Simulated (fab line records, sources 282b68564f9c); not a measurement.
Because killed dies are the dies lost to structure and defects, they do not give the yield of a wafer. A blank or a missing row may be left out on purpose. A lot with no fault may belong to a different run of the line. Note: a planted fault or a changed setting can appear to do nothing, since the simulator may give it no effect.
fab line records | flow rit-cmos
[record] lots = 13 wafers = 39 last-day = 7
route steps=202 shown FOX2@24 PRETRO@73 SILICIDE@165 CONTACT@168
lots that met no fault: taken from a fault-free run of the same line
start-h: hours from the record's first day to the start of the lot's first wafer shown | wait-h: time in hours since the lot's previous step | " as in the row above | L1.1+2: a single row standing in for several wafers | - no value present, or no start provided | * or withheld: withheld | < > ~ a bound
route shown NAME@n: a module of which the file shows steps, and the number in the route of the first | usual: mean/standard deviation taken from wafers without a fault | same: alike in all rows | chamber/n: place in a boat | sites: readings site by site | _std_site: the values' standard deviation | _edge_site: the outer-site mean with the inner-site mean subtracted | radius-mm: how far each site lies from the wafer's centre | mask NAME#n: copy n | behind: the most recent tool/chamber to have shaped the wafer | hold: what put the lot on hold/how long, in hours/how the hold closed | device: which transistor (n, p or np) failed to switch | end of line: the tests these same wafers got at the end of their route | where a step has no rows: the recipe by itself | killed: the dies lost at the first sort to structure and to defects; this is not the yield of the wafer | map: a wafer's dies, marking killed ones x, the rest . and places with no die _
set.NAME: the setting as run; set.NAME@STEP: as run at that earlier step | model.NAME: the simulator's own value behind a step, which no gauge read
one table for each step of the route and one row for each wafer, over a sample of lots
services: a tool's chamber out of use, with start hour (start-h, from the record's first day; less than 0 if before it), hours out, and reason
[[steps]]
[step RIT_FOX2_THK_MEAS_01]
[recipe] reads = SiO2_of_FOX2_OXIDATION_00
[usual] FOX2_OXIDE_THK = 358/6.8
// columns lot.wafer tool chamber start-h wait-h FOX2_OXIDE_THK[nm]
L600.3 film-metro-03 - 24.18 0.0 356
L600.4 " - " " 349
L600.5 " - " " 353
L601.2 film-metro-04 - 26.03 0.0 353
L601.4 " - " " 359
L601.6 " - " " 359
L602.1 film-metro-03 - 29.23 0.0 359
L602.3 " - " " 364
L602.6 " - " " 364
L603.2 film-metro-01 - 36.62 0.0 349
L603.3 " - " " 352
L603.5 " - " " 346
L604.3 film-metro-01 - 39.87 0.0 349
L604.4 " - " " 352
L604.6 " - " " 353
L605.1 film-metro-01 - 44.14 0.0 354
L605.5 " - " " 360
L605.6 " - " " 360
L606.2 film-metro-03 - 50.68 0.0 350
L606.3 " - " " 350
L606.4 " - " " 353
L610.1 film-metro-01 - 70.92 0.0 359
L610.2 " - " " 357
L610.4 " - " " 357
L611.1 film-metro-03 - 76.10 0.0 345
L611.4 " - " " 346
L611.6 " - " " 343
L618.1 film-metro-03 - 108.48 0.0 367
L618.5 " - " " 359
L618.6 " - " " 365
L619.2 film-metro-03 - 113.97 0.0 363
L619.4 " - " " 364
L619.6 " - " " 361
L621.1 film-metro-01 - 124.20 0.0 364
L621.3 " - " " 363
L621.4 " - " " 366
L622.2 film-metro-03 - 128.72 0.0 359
L622.3 " - " " 367
L622.4 " - " " 364
[step RIT_PRETRO_STRIP_09]
[recipe] chemistry = O2 time-s = 180 resist = NOVOLAK platen-temp-c = withheld power-w = 500 pressure-mtorr = 4000 o2-flow-sccm = 4000
[usual] drypump-motor-current-A = 5.7/0.31
// columns lot.wafer tool chamber start-h wait-h drypump-motor-current-A rf-hours-counter-h
L600.3 plasma-asher-02 1 37.21 0.1 6.1 -
L600.4 " 0 " " 5.7 -
L600.5 " 1 " " 6.1 -
L601.2 plasma-asher-03 0 38.75 0.1 5.8 42
L601.4 " 0 " " 5.8 -
L601.6 " 1 " " 5.7 -
L602.1 plasma-asher-03 0 42.18 0.1 5.8 42
L602.3 " 1 " " 5.7 -
L602.6 " 1 " " 5.7 -
L603.2 plasma-asher-03 1 49.20 0.1 5.7 43
L603.3 " 1 " " 5.7 -
L603.5 " 1 " " 5.7 -
L604.3 plasma-asher-04 0 52.21 0.1 5.1 -
L604.4 " 1 " " 6.0 -
L604.6 " 0 " " 5.1 -
L605.1 plasma-asher-02 1 57.03 0.1 6.1 23
L605.5 " 0 " " 5.7 -
L605.6 " 1 " " 6.1 -
L606.2 plasma-asher-02 1 63.17 0.1 6.1 23
L606.3 " 0 " " 5.7 -
L606.4 " 1 " " 6.1 -
L610.1 plasma-asher-04 0 84.42 0.1 5.1 42
L610.2 " 1 " " 6.0 42
L610.4 " 0 " " 5.1 -
L611.1 plasma-asher-02 0 88.72 0.1 5.7 26
L611.4 " 0 " " 5.6 -
L611.6 " 1 " " 6.1 -
L618.1 plasma-asher-04 0 121.89 0.1 5.1 1
L618.5 " 0 " " 5.1 -
L618.6 " 1 " " 6.0 -
L619.2 plasma-asher-04 1 127.10 0.1 6.0 1
L619.4 " 1 " " 6.0 -
L619.6 " 0 " " 5.1 -
L621.1 plasma-asher-04 1 137.33 0.1 6.0 3
L621.3 " 1 " " 6.0 -
L621.4 " 0 " " 5.1 -
L622.2 plasma-asher-04 1 142.00 0.1 6.0 3
L622.3 " 1 " " 6.0 -
L622.4 " 0 " " 5.1 -
[step RIT_SILICIDE_RTA_04]
[recipe] temp-c = 650 time-s = 10 idle-temp-c = 25 ramp-up-s = 5 ramp-down-s = 5 cool-to-c = 25 ambient = N2
[usual] wafer_temp_C_max = 654.2/0.95
// columns lot.wafer tool chamber start-h wait-h wafer_temp_C_max
L600.3 rtp-anneal-01 0 55.49 0.1 654.2
L600.4 " 0 " " 653.7
L600.5 " 0 " " 653.0
L601.2 rtp-anneal-02 0 58.71 0.1 654.2
L601.4 " 0 " " 656.5
L601.6 " 0 " " 653.7
L602.1 rtp-anneal-01 0 62.41 0.1 653.8
L602.3 " 0 " " 653.1
L602.6 " 0 " " 654.6
L603.2 rtp-anneal-02 0 68.92 0.1 654.6
L603.3 " 0 " " 653.7
L603.5 " 0 " " 654.0
L604.3 rtp-anneal-01 0 70.82 0.1 652.9
L604.4 " 0 " " 653.1
L604.6 " 0 " " 653.8
L605.1 rtp-anneal-02 0 77.55 0.1 654.5
L605.5 " 0 " " 655.8
L605.6 " 0 " " 654.1
L606.2 rtp-anneal-01 0 82.84 0.1 654.5
L606.3 " 0 " " 653.2
L606.4 " 0 " " 653.5
L610.1 rtp-anneal-01 0 104.61 0.1 653.0
L610.2 " 0 " " 653.6
L610.4 " 0 " " 653.1
L611.1 rtp-anneal-02 0 108.20 0.1 654.1
L611.4 " 0 " " 655.1
L611.6 " 0 " " 654.8
L618.1 rtp-anneal-01 0 140.61 0.1 655.4
L618.5 " 0 " " 654.2
L618.6 " 0 " " 654.2
L619.2 rtp-anneal-02 0 145.74 0.1 654.1
L619.4 " 0 " " 655.0
L619.6 " 0 " " 655.0
L621.1 rtp-anneal-02 0 155.97 0.1 654.7
L621.3 " 0 " " 653.6
L621.4 " 0 " " 656.4
L622.2 rtp-anneal-01 0 161.25 0.1 653.4
L622.3 " 0 " " 653.7
L622.4 " 0 " " 653.7
[step RIT_CONTACT_CVD_00]
[recipe] material = SiO2 target-thk-nm = 400 precursor = TEOS temp-c = 390 time-s = 61 rf-w = 400
[usual] heater-power-w = 305/62
// columns lot.wafer tool chamber start-h wait-h heater-power-w
L600.3 pecvd-03 0 55.65 0.0 323
L600.4 " 2 " " 391
L600.5 " 1 " " 281
L601.2 pecvd-02 1 58.94 0.1 342
L601.4 " 2 " " 309
L601.6 " 0 " " 351
L602.1 pecvd-04 1 62.59 0.1 228
L602.3 " 2 " " 296
L602.6 " 0 " " 417
L603.2 pecvd-03 2 69.08 0.0 329
L603.3 " 1 " " 217
L603.5 " 1 " " 237
L604.3 pecvd-02 0 70.97 0.0 331
L604.4 " 2 " " 304
L604.6 " 1 " " 349
L605.1 pecvd-04 1 77.72 0.1 239
L605.5 " 0 " " 408
L605.6 " 1 " " 246
L606.2 pecvd-03 1 83.00 0.0 292
L606.3 " 2 " " 346
L606.4 " 0 " " 303
L610.1 pecvd-02 2 104.79 0.1 315
L610.2 " 0 " " 348
L610.4 " 1 " " 337
L611.1 pecvd-04 0 108.37 0.1 465
L611.4 " 1 " " 239
L611.6 " 0 " " 355
L618.1 pecvd-03 2 140.85 0.1 384
L618.5 " 1 " " 216
L618.6 " 0 " " 347
L619.2 pecvd-02 2 145.96 0.0 249
L619.4 " 1 " " 317
L619.6 " 2 " " 270
L621.1 pecvd-03 2 156.14 0.1 335
L621.3 " 1 " " 232
L621.4 " 0 " " 297
L622.2 pecvd-02 1 161.48 0.1 339
L622.3 " 0 " " 307
L622.4 " 0 " " 325
[step RIT_CONTACT_THK_MEAS_01]
[recipe] reads = SiO2_of_CONTACT_CVD_00
[usual] CONTACT_TEOS_THK = 397/4.9
// columns lot.wafer tool chamber start-h wait-h CONTACT_TEOS_THK[nm]
L600.3 film-metro-03 - 55.72 0.0 404
L600.4 " - " " 398
L600.5 " - " " 404
L601.2 film-metro-04 - 59.00 0.0 389
L601.4 " - " " 399
L601.6 " - " " 397
L602.1 film-metro-02 - 62.64 0.0 395
L602.3 " - " " 403
L602.6 " - " " 401
L603.2 film-metro-02 - 69.14 0.0 388
L603.3 " - " " 394
L603.5 " - " " 407
L604.3 film-metro-03 - 71.04 0.0 395
L604.4 " - " " 400
L604.6 " - " " 400
L605.1 film-metro-03 - 77.77 0.0 393
L605.5 " - " " 396
L605.6 " - " " 395
L606.2 film-metro-02 - 83.06 0.0 386
L606.3 " - " " 385
L606.4 " - " " 399
L610.1 film-metro-02 - 104.84 0.0 396
L610.2 " - " " 391
L610.4 " - " " 399
L611.1 film-metro-03 - 108.42 0.0 393
L611.4 " - " " 530
L611.6 " - " " 399
L618.1 film-metro-03 - 140.90 0.0 395
L618.5 " - " " 402
L618.6 " - " " 401
L619.2 film-metro-04 - 146.05 0.1 395
L619.4 " - " " 404
L619.6 " - " " 403
L621.1 film-metro-02 - 156.19 0.0 392
L621.3 " - " " 391
L621.4 " - " " 399
L622.2 film-metro-04 - 161.54 0.0 397
L622.3 " - " " 395
L622.4 " - " " 391
[[services]]
// columns tool chamber start-h hours kind
pecvd-03 0 83.65 6.3 repair
plasma-asher-02 - 92.79 55.8 repair
pecvd-02 - 95.61 0.9 repair
plasma-asher-04 - 108.92 9.0 pm
plasma-asher-04 0 108.92 9.0 vent-cycle
plasma-asher-04 1 108.92 9.0 vent-cycle
pecvd-02 1 116.75 3.9 repair
plasma-asher-04 0 117.92 - clean
plasma-asher-04 1 117.92 - clean
rtp-anneal-02 - 132.92 4.8 pm
pecvd-04 - 137.66 0.8 repair
pecvd-02 0 139.44 9.6 repair
rtp-anneal-01 - 142.68 1.5 pm
pecvd-02 - 151.24 1.5 repair
plasma-asher-02 - 155.35 1.5 repair
[[key]]
[first-sign] step = RIT_CONTACT_THK_MEAS_01 reading = CONTACT_TEOS_THK direction = up sigmas = 27 usual = 397 struck = 530
effect none on later readings
met-at RIT_CONTACT_CVD_00
struck-lots L611
struck-wafers L611.4
later-rows-left-out L611.4
sort-left-out L611.4
tester-left-out L611
not-acting-at RIT_FOX2_THK_MEAS_01,RIT_PRETRO_STRIP_09,RIT_SILICIDE_RTA_04
onset-between 77.72 108.37
[fault] kind = process-parameter-drift tool = pecvd-04 chamber = 1 onset-h = 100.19 steps = RIT_CONTACT_CVD_00 channel = target-thk-nm offset = 130.45 shape = step end-h = 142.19 stated = 400
// tester-left-out: of these lots the tester's yield and bins aren't shown, on N5 and GAA mostly nor the transistor test; their killed dies are dies lost to structure and defects alone, not to doping, threshold or leakage, so they don't give the yield
// sort-left-out: the simulated sort isn't trusted on such a fault, so these wafers' sort isn't shown, and their yield isn't known
// later-rows-left-out: the simulator's readings of these wafers behind a module that went badly wrong aren't trusted and aren't shown, but for the sort
